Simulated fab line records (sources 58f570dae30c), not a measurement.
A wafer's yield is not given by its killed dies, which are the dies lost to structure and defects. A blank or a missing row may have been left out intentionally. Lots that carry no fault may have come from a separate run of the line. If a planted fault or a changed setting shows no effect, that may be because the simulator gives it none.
Which tool is to blame?	flow berkeleyCmos170	42 wafers from 14 lots sampled at 6 of the route's 331 steps

== WHAT THE GAUGES SHOWED, per wafer ==
UCB170_M2_THK_MEAS_03: measures by xrf.
lot	measured	on	M2_AL_THK (nm)
L565	day 7 18:59	filmMetro-04	896 896 887
L567	day 8 15:28	filmMetro-04	900 909 909
L570	day 8 22:07	filmMetro-03	893 893 885
L569	day 8 23:31	filmMetro-04	882 889 892
L574	day 10 12:48	filmMetro-03	894 902 899
L573	day 10 13:49	filmMetro-01	884 892 890
L575	day 10 14:04	filmMetro-03	898 901 911
L578	day 11 02:46	filmMetro-03	897 892 899
L579	day 11 06:43	filmMetro-04	887 896 899
L576	day 11 06:56	filmMetro-01	904 894 898
L581	day 11 10:07	filmMetro-01	911 909 912
L580	day 11 10:10	filmMetro-04	913 912 911
L584	day 11 23:12	filmMetro-03	881 887 882
L587	day 13 02:12	filmMetro-03	884 883 888

UCB170_M3_RS_MEAS_02: the measuring method here is four-point-probe.
lot	measured	on	M3_AL_RS (ohm/sq)
L565	day 8 01:54	filmMetro-01	0.0318 0.0315 0.0317
L567	day 8 20:14	filmMetro-01	0.0320 0.0318 0.0318
L570	day 9 04:14	filmMetro-02	0.0319 0.0322 0.0320
L569	day 9 07:10	filmMetro-04	0.0327 0.0323 0.0330
L574	day 10 18:17	filmMetro-04	0.0321 0.0321 0.0321
L573	day 10 19:27	filmMetro-02	0.0324 0.0323 0.0325
L575	day 10 19:58	filmMetro-01	0.0319 0.0318 0.0317
L578	day 11 09:29	filmMetro-04	0.0319 0.0319 0.0316
L579	day 11 13:28	filmMetro-02	0.0323 0.0320 0.0322
L576	day 11 14:28	filmMetro-02	0.0323 0.0325 0.0325
L581	day 11 15:35	filmMetro-04	0.0322 0.0321 0.0260
L580	day 11 15:49	filmMetro-01	0.0321 0.0322 0.0323
L584	day 12 04:25	filmMetro-01	0.0323 0.0260 0.0321
L587	day 13 09:25	filmMetro-01	0.0326 0.0322 0.0321

UCB170_M3_THK_MEAS_03: measures by xrf.
lot	measured	on	M3_AL_THK (nm)
L565	day 8 02:00	filmMetro-01	906 916 906
L567	day 8 20:21	filmMetro-01	899 909 906
L570	day 9 04:20	filmMetro-02	903 891 900
L569	day 9 07:17	filmMetro-04	889 898 872
L574	day 10 18:25	filmMetro-04	903 896 897
L573	day 10 19:34	filmMetro-02	893 892 886
L575	day 10 20:04	filmMetro-01	901 905 903
L578	day 11 09:36	filmMetro-04	907 903 914
L579	day 11 13:35	filmMetro-02	897 902 898
L576	day 11 17:06	filmMetro-02	890 884 884
L581	day 11 15:41	filmMetro-04	898 901 1111
L580	day 11 15:56	filmMetro-01	899 891 891
L584	day 12 04:31	filmMetro-01	894 1108 897
L587	day 13 09:32	filmMetro-01	887 899 900

UCB170_M3_CD_MEAS_15: the cd target is 700 nm.
lot	measured	on	cdNm (nm)
L565	day 8 04:37	cdSem-02	699.3 699.6 697.2
L567	day 8 22:08	cdSem-02	700.3 700.2 699.2
L570	day 9 06:35	cdSem-02	701.2 700.7 701.4
L569	day 9 08:55	cdSem-01	699.2 699.1 699.5
L574	day 10 20:23	cdSem-02	702.9 701.0 701.8
L573	day 10 21:22	cdSem-01	699.3 700.1 700.1
L575	day 10 22:22	cdSem-02	700.3 700.2 701.9
L578	day 11 11:50	cdSem-02	700.9 700.4 698.9
L579	day 11 15:36	cdSem-01	699.8 701.5 698.5
L576	day 11 18:56	cdSem-01	697.5 697.0 698.8
L581	day 11 17:20	cdSem-01	700.8 700.3 700.4
L580	day 11 17:42	cdSem-01	696.3 698.1 697.0
L584	day 12 08:18	cdSem-02	699.7 700.0 700.6
L587	day 13 12:59	cdSem-02	703.5 704.6 703.8

== WHAT TOOL EACH LOT RAN ON (gives the tool, then ch and the chambers of the sampled wafers, and finally the start) ==
lot	UCB170_V2_CVD_00	UCB170_M3_SPUTTER_01
L565	pecvd-03 ch 1,2, day 7 22:55	pvdSputter-01, day 8 01:46
L567	pecvd-01 ch 1,2, day 8 17:48	pvdSputter-04, day 8 20:08
L570	pecvd-01 ch 1,2, day 9 00:55	pvdSputter-04, day 9 04:06
L569	pecvd-03 ch 0,2, day 9 04:24	pvdSputter-03, day 9 07:05
L574	pecvd-01 ch 0,1,2, day 10 15:20	pvdSputter-03, day 10 18:13
L573	pecvd-03 ch 0,1,2, day 10 16:26	pvdSputter-01, day 10 19:22
L575	pecvd-04 ch 1, day 10 16:43	pvdSputter-04, day 10 19:51
L578	pecvd-01 ch 0,1,2, day 11 06:28	pvdSputter-04, day 11 09:23
L579	pecvd-01 ch 0,1, day 11 10:37	pvdSputter-04, day 11 13:22
L576	pecvd-01 ch 0,1,2, day 11 11:35	pvdSputter-01, day 11 14:22
L581	pecvd-01 ch 0,2, day 11 12:49	pvdSputter-04, day 11 15:29
L580	pecvd-01 ch 0,2, day 11 13:05	pvdSputter-01, day 11 15:43
L584	pecvd-03 ch 0,1,2, day 12 01:36	pvdSputter-04, day 12 04:19
L587	pecvd-04 ch 0,2, day 13 06:32	pvdSputter-01, day 13 09:19
- UCB170_V2_CVD_00: deposits SiO2 from TEOS/O2, target thk 2000 nm, time 250 s.
- UCB170_M3_SPUTTER_01: material Al, target thk 900 nm, time 120 s.

== AS READ BY THE TOOLS THEMSELVES (means over the sampled wafers that have a number; for cases with no such wafer, the mark the record gives instead) ==
UCB170_V2_CVD_00.
lot	tool	heaterPowerW (W)
L565	pecvd-03	248
L567	pecvd-01	206
L570	pecvd-01	250
L569	pecvd-03	194
L574	pecvd-01	211
L573	pecvd-03	203
L575	pecvd-04	217
L578	pecvd-01	276
L579	pecvd-01	270
L576	pecvd-01	261
L581	pecvd-01	217
L580	pecvd-01	261
L584	pecvd-03	273
L587	pecvd-04	238

UCB170_M3_SPUTTER_01.
lot	tool	cathodeDcPowerW (W)	throttleValvePct (%)
L565	pvdSputter-01	6000.8	30.9
L567	pvdSputter-04	5999.6	31.7
L570	pvdSputter-04	6001.2	30.2
L569	pvdSputter-03	6000.9	30.9
L574	pvdSputter-03	5999.0	30.4
L573	pvdSputter-01	5999.1	31.9
L575	pvdSputter-04	6000.5	30.0
L578	pvdSputter-04	5998.6	31.0
L579	pvdSputter-04	5999.8	30.8
L576	pvdSputter-01	6000.0	31.6
L581	pvdSputter-04	6000.5	30.0
L580	pvdSputter-01	5999.9	30.5
L584	pvdSputter-04	6000.5	30.8
L587	pvdSputter-01	5999.6	30.4

== THE ANSWER, worked out from the rows above alone ==
Rule: the lots themselves supply what counts as usual. The widest of any qualifying gaps counts: lots, ordered by their means at a reading, are off when they make up no more than a third of the lots, leave a main group of 4 or more, and stand apart from it by 3 or more times the standard deviation of that group's means. Not used: any main group whose means are identical at the precision the tables above print for the reading. Also off: a lot with no number at a reading for which 4 or more lots have one. Where the step has rows for the other lots, those lots are counted as sound. Order of review: gauges by route order, followed by the tools' own readings, for which a lot's mean as printed above is used. At the first step where some lot is off, the reading lying furthest off is the one used; lots without a number count as furthest.
Off: L581, L584, at UCB170_M3_RS_MEAS_02 (M3_AL_RS). For the main group the mean is 0.0321 ohm/sq and the standard deviation 0.00029.
If a tool, at a process step before that reading, ran all the lots that are off and no sound lot after the first of them, it fits. The gauges at UCB170_M3_RS_MEAS_02 are tried like those tools. One fits: pvdSputter-04 at UCB170_M3_SPUTTER_01. Its last sound lot is L579 (day 11 13:22), its first lot that is off L581 (day 11 15:29): a fault that began between those two fits.

== WHAT HAD BEEN PUT IN BY THE SIMULATOR ==
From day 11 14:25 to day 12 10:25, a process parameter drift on pvdSputter-04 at UCB170_M3_SPUTTER_01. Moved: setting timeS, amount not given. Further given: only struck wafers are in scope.
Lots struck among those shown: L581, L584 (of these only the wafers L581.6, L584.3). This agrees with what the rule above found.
